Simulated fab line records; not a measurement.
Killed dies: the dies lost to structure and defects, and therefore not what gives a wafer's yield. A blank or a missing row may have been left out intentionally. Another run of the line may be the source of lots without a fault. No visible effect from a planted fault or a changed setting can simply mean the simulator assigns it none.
A single fault, viewed from 2 desks | flow rit-cmos | only its own numbers are on each desk; what lay behind them is given at the end

== FROM THE METROLOGY DESK ==
Lot by lot, what the gauges showed, no matter which tool ran the lot: averages of those sampled wafers that carry a number. If a lot's mean is further than 4 standard deviations from the usual mean, the lot is out of limits and carries the mark OUT (the distance appears in the brackets).
Columns: A = cd-nm at RIT_ACTIVE_CD_MEAS_90, usual 1400.5 nm
lot  | first seen here | A
L988 | day 1 15:02     | 1399.8
L989 | day 1 20:22     | 1401.1
L991 | day 2 06:52     | 1398.3
L993 | day 2 17:29     | 1400.8
L994 | day 2 21:16     | 1399.9
L995 | day 3 03:10     | 1402.0
L996 | day 3 08:13     | 1402.1
L997 | day 3 12:01     | 1401.3
L998 | day 3 18:50     | 1401.0
L100 | day 4 05:01     | 1397.7
L104 | day 4 23:55     | 1400.3
L111 | day 6 11:00     | 1399.8
This desk's finding: nothing out of limits on any of the 12 lots.

== THE TOOL OWNER'S DESK: lpcvd-01 ==
The tool's own readings at RIT_ACTIVE_CVD_03 (deposits Si3N4 from SiH2Cl2/NH3, target thk 150 nm, time 1500 s): means of the sampled wafers that have a number, for each lot that ran on this tool. If a lot's mean is further than 4 standard deviations from the usual mean, the lot is out of limits and carries the mark OUT (the distance appears in the brackets).
Columns: A = nh3-flow-sccm at RIT_ACTIVE_CVD_03, usual 150.1 sccm; B = pressure-mtorr at RIT_ACTIVE_CVD_03, usual 300.0 mTorr
lot  | first seen here | A     | B
L988 | day 1 12:07     | 150.1 | 299.7
L991 | day 2 03:07     | 149.7 | 299.9
L993 | day 2 14:31     | 150.0 | 300.2
L994 | day 2 18:07     | 150.0 | 300.5
L995 | day 2 23:53     | 150.4 | 299.8
L996 | day 3 05:11     | 150.2 | 300.4
L997 | day 3 09:07     | 149.6 | 299.9
L998 | day 3 15:53     | 149.7 | 299.5
This desk's finding: nothing out of limits on any of the 8 lots.

== ALL TOGETHER ==
The metrology desk saw nothing out of limits.
The tool owner's desk saw nothing out of limits.

== WHAT THE SIMULATOR HAD INSERTED ==
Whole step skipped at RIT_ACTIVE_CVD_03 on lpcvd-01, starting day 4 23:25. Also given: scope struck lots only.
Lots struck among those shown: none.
